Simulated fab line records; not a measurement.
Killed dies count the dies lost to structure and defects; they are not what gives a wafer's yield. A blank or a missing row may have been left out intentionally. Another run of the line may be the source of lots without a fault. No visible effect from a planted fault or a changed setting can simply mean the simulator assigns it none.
Split-lot experiment / flow rit cmos / 23 wafers read from 5 lots, route of 202 steps

## SPLIT DETAILS
At RIT_M1_EXPOSE_06 (exposes mask M12, target cd 2600 nm), the setting dose mj was moved away from the recipe's 250 on 5 of the 23 wafers read, by -5.0% to +6.6%. The other wafers ran this setting at the recipe's value.

## FROM THE SPLIT TO THE READING: what the file shows between them, 7 steps
- RIT_M1_PEB_07
- RIT_M1_DEVELOP_08: develop time 68 s
- RIT_M1_CD_MEAS_09: target cd 2600 nm
- RIT_M1_HARDBAKE_11: time 120 s
- RIT_M1_METAL_ETCH_12: etches Al in Cl2/BCl3, stops on SiO2, time 165 s, target depth 600 nm
- RIT_M1_STRIP_13: strips in nmp, time 600 s
- RIT_M1_STRIP_14: strips in O2, time 180 s

## THE READING
cd nm, in nm, at RIT_M1_CD_MEAS_90 (target cd 2600 nm). Fault-free wafers of this fab line usually give 2599.7 nm, standard deviation 2.7 nm.

wafer=L074.2; tool, chamber at the split=iline stepper-02, 0; dose mj as run=250; against the recipe=recipe; cd nm, nm=2597.9; against lot-mates on the recipe=-
wafer=L074.3; tool, chamber at the split=iline stepper-02, 0; dose mj as run=250; against the recipe=recipe; cd nm, nm=2597.1; against lot-mates on the recipe=-
wafer=L074.5; tool, chamber at the split=iline stepper-02, 0; dose mj as run=250; against the recipe=recipe; cd nm, nm=2601.0; against lot-mates on the recipe=-
wafer=L075.1; tool, chamber at the split=iline stepper-02, 0; dose mj as run=250; against the recipe=recipe; cd nm, nm=2599.2; against lot-mates on the recipe=-
wafer=L075.3; tool, chamber at the split=iline stepper-02, 0; dose mj as run=237.4; against the recipe=-5.0%; cd nm, nm=2612.0; against lot-mates on the recipe=+13.2
wafer=L075.4; tool, chamber at the split=iline stepper-02, 0; dose mj as run=250; against the recipe=recipe; cd nm, nm=2598.4; against lot-mates on the recipe=-
wafer=L075.5; tool, chamber at the split=iline stepper-02, 0; dose mj as run=237.4; against the recipe=-5.0%; cd nm, nm=2613.9; against lot-mates on the recipe=+15.1
wafer=L075.6; tool, chamber at the split=iline stepper-02, 0; dose mj as run=237.4; against the recipe=-5.0%; cd nm, nm=2614.4; against lot-mates on the recipe=+15.6
wafer=L077.2; tool, chamber at the split=iline stepper-02, 0; dose mj as run=250; against the recipe=recipe; cd nm, nm=2598.7; against lot-mates on the recipe=-
wafer=L077.3; tool, chamber at the split=iline stepper-02, 0; dose mj as run=250; against the recipe=recipe; cd nm, nm=2596.4; against lot-mates on the recipe=-
wafer=L077.4; tool, chamber at the split=iline stepper-02, 0; dose mj as run=250; against the recipe=recipe; cd nm, nm=2601.3; against lot-mates on the recipe=-
wafer=L077.5; tool, chamber at the split=iline stepper-02, 0; dose mj as run=250; against the recipe=recipe; cd nm, nm=2601.4; against lot-mates on the recipe=-
wafer=L077.6; tool, chamber at the split=iline stepper-02, 0; dose mj as run=250; against the recipe=recipe; cd nm, nm=2600.9; against lot-mates on the recipe=-
wafer=L079.1; tool, chamber at the split=iline stepper-01, 0; dose mj as run=266.4; against the recipe=+6.6%; cd nm, nm=2580.7; against lot-mates on the recipe=-16.6
wafer=L079.3; tool, chamber at the split=iline stepper-01, 0; dose mj as run=250; against the recipe=recipe; cd nm, nm=2596.0; against lot-mates on the recipe=-
wafer=L079.4; tool, chamber at the split=iline stepper-01, 0; dose mj as run=250; against the recipe=recipe; cd nm, nm=2597.9; against lot-mates on the recipe=-
wafer=L079.5; tool, chamber at the split=iline stepper-01, 0; dose mj as run=250; against the recipe=recipe; cd nm, nm=2598.0; against lot-mates on the recipe=-
wafer=L079.6; tool, chamber at the split=iline stepper-01, 0; dose mj as run=266.4; against the recipe=+6.6%; cd nm, nm=2579.6; against lot-mates on the recipe=-17.7
wafer=L084.1; tool, chamber at the split=iline stepper-01, 0; dose mj as run=250; against the recipe=recipe; cd nm, nm=2598.9; against lot-mates on the recipe=-
wafer=L084.3; tool, chamber at the split=iline stepper-01, 0; dose mj as run=250; against the recipe=recipe; cd nm, nm=2600.9; against lot-mates on the recipe=-
wafer=L084.4; tool, chamber at the split=iline stepper-01, 0; dose mj as run=250; against the recipe=recipe; cd nm, nm=2600.1; against lot-mates on the recipe=-
wafer=L084.5; tool, chamber at the split=iline stepper-01, 0; dose mj as run=250; against the recipe=recipe; cd nm, nm=2599.5; against lot-mates on the recipe=-
wafer=L084.6; tool, chamber at the split=iline stepper-01, 0; dose mj as run=250; against the recipe=recipe; cd nm, nm=2601.2; against lot-mates on the recipe=-

FIT RESULTS
A straight line over all 23 wafers: cd nm changes by -2.87 nm for each +1% of dose mj; r = -0.98; the points scatter about the line by 1.6 nm.
The same after taking each lot's own level away (the mean of its wafers on the recipe; 23 wafers): -2.75 nm for each +1%; r = -0.98; scatter 1.4 nm.
According to that fit, moving dose mj by its largest amount changes the reading by 18 nm.
From 2597.30 to 2600.12 nm: that is the span of the lots' own levels, equal to 1.0 times the standard deviation above.
The two slopes are in agreement: the lot-to-lot level therefore moves the slope only a little.
Check: for one of the wafers moved furthest among these (+6.6%), held out of the fit, the line's prediction against its lot-mates is -18.4 nm. Against them it came out at -16.6 nm.

## THE OTHER SPLITS THESE WAFERS WENT THROUGH
Other splits were also applied to these wafers ahead of the reading. Each is held against what the fit with the lots' levels taken away leaves over:
other split on the same wafers=RIT_M1_SPUTTER_00 power w; wafers away from the commonest value=11; r with cd nm (lot level and that fit taken away)=-0.10

## THE WHOLE CHAIN: every reading that the file lists as answering this split, in the file's order
step=RIT_M1_CD_MEAS_09; what it does=target cd 2600 nm; reading=cd nm; change (the file's fit)=-2.71 nm for each +1% of the setting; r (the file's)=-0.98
step=RIT_M1_METAL_ETCH_12; what it does=etches Al in Cl2/BCl3, stops on SiO2, time 165 s, target depth 600 nm; reading=M1.cd nm (the simulator's own value, which no gauge read); change (the file's fit)=-2.69 nm for each +1% of the setting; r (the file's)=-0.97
step=RIT_M1_CD_MEAS_90; what it does=target cd 2600 nm; reading=cd nm; change (the file's fit)=-2.72 nm for each +1% of the setting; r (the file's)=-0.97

## THE FILE'S OWN FIT
cd nm changes by -2.72 nm for each +1% of dose mj, r = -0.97.
